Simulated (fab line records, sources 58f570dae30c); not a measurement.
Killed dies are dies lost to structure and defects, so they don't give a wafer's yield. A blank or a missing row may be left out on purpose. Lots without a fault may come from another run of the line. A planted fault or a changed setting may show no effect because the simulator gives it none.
Split-lot experiment | flow berkeley_cmos170 | 5 lots, 23 wafers read, on a route of 331 steps

THE SPLIT
At UCB170_M2_METAL_ETCH_18 (etches Al in Cl2/BCl3, stops on SiO2, target depth 1170 nm, time 195 s), the setting over_etch_frac was moved away from the recipe's 0.3 on 8 of the 23 wafers read, by -19.6% to -12.2%. The other wafers ran this setting at the recipe's value.

The file shows no step between the split and the reading.

THE READING
oes_product_au, in a.u., at UCB170_M2_STRIP_19 (strips in O2). Fault-free wafers of this fab line usually give 0.546 a.u., standard deviation 0.0092 a.u..

wafer  | tool, chamber at the split | over_etch_frac as run | against the recipe | oes_product_au, a.u. | against lot-mates on the recipe
L074.1 | rie_metal-04, 0            | 0.3                   | recipe             | 0.557                | -
L074.2 | rie_metal-04, 1            | 0.3                   | recipe             | 0.555                | -
L074.3 | rie_metal-04, 0            | 0.3                   | recipe             | 0.566                | -
L074.5 | rie_metal-04, 0            | 0.3                   | recipe             | 0.556                | -
L074.6 | rie_metal-04, 1            | 0.3                   | recipe             | 0.548                | -
L076.1 | rie_metal-02, 1            | 0.3                   | recipe             | 0.549                | -
L076.3 | rie_metal-02, 0            | 0.3                   | recipe             | 0.539                | -
L076.4 | rie_metal-02, 1            | 0.3                   | recipe             | 0.537                | -
L081.1 | rie_metal-02, 1            | 0.3                   | recipe             | 0.542                | -
L081.2 | rie_metal-02, 0            | 0.2413                | -19.6%             | 0.565                | +0.020
L081.3 | rie_metal-02, 1            | 0.3                   | recipe             | 0.547                | -
L081.5 | rie_metal-02, 1            | 0.2413                | -19.6%             | 0.567                | +0.022
L081.6 | rie_metal-02, 0            | 0.2413                | -19.6%             | 0.582                | +0.037
L083.1 | rie_metal-02, 0            | 0.3                   | recipe             | 0.529                | -
L083.3 | rie_metal-02, 1            | 0.2634                | -12.2%             | 0.558                | +0.026
L083.4 | rie_metal-02, 0            | 0.2634                | -12.2%             | 0.557                | +0.025
L083.5 | rie_metal-02, 1            | 0.3                   | recipe             | 0.535                | -
L083.6 | rie_metal-02, 0            | 0.2634                | -12.2%             | 0.550                | +0.018
L084.1 | rie_metal-04, 1            | 0.255                 | -15.0%             | 0.573                | +0.026
L084.2 | rie_metal-04, 0            | 0.3                   | recipe             | 0.553                | -
L084.4 | rie_metal-04, 1            | 0.3                   | recipe             | 0.550                | -
L084.5 | rie_metal-04, 0            | 0.255                 | -15.0%             | 0.566                | +0.019
L084.6 | rie_metal-04, 1            | 0.3                   | recipe             | 0.537                | -

THE FIT
A straight line over all 23 wafers: oes_product_au changes by -0.00121 a.u. for each +1% of over_etch_frac; r = -0.72; the points scatter about the line by 0.0093 a.u..
The same after taking each lot's own level away (the mean of its wafers on the recipe; 23 wafers): -0.0015 a.u. for each +1%; r = -0.90; scatter 0.0059 a.u..
On that fit, the largest move of over_etch_frac shifts the reading by 0.029 a.u..
The lots' own levels span 0.5320 to 0.5564 a.u., that is 2.7 times the standard deviation above.
So the lot-to-lot level blurs the effect unless lot-mates are compared.
Check: with one of the wafers moved furthest among these (-19.6%) left out of the fit, the line predicts +0.0317 a.u. for it against its lot-mates. It came out at +0.0205 a.u. against them.

OTHER SPLITS ON THESE WAFERS
These wafers also went through other splits before the reading. Each is held against what the fit with the lots' levels taken away leaves over:
other split on the same wafers     | wafers away from the commonest value | r with oes_product_au (lot level and that fit taken away)
UCB170_CONTACT_CVD_01 o2_flow_sccm | 10                                   | +0.09
UCB170_M1_COAT_04 resist_thk_nm    | 9                                    | +0.05
UCB170_V1_CVD_00 time_s            | 8                                    | +0.13
UCB170_V1_EXPOSE_09 dose_mj        | 7                                    | +0.21

THE WHOLE CHAIN: every reading that the file lists as answering this split, in the file's order
step                    | what it does                                                           | reading                                                                   | change (the file's fit)                  | r (the file's)
UCB170_M2_METAL_ETCH_18 | etches Al in Cl2/BCl3, stops on SiO2, target depth 1170 nm, time 195 s | KrF_of_M2_COAT_10.thk_nm (the simulator's own value, which no gauge read) | -1.47 nm for each +1% of the setting     | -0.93
UCB170_M2_STRIP_19      | strips in O2                                                           | oes_product_au                                                            | -0.0015 a.u. for each +1% of the setting | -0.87

THE FILE'S OWN FIT
oes_product_au changes by -0.0015 a.u. for each +1% of over_etch_frac, r = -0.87.
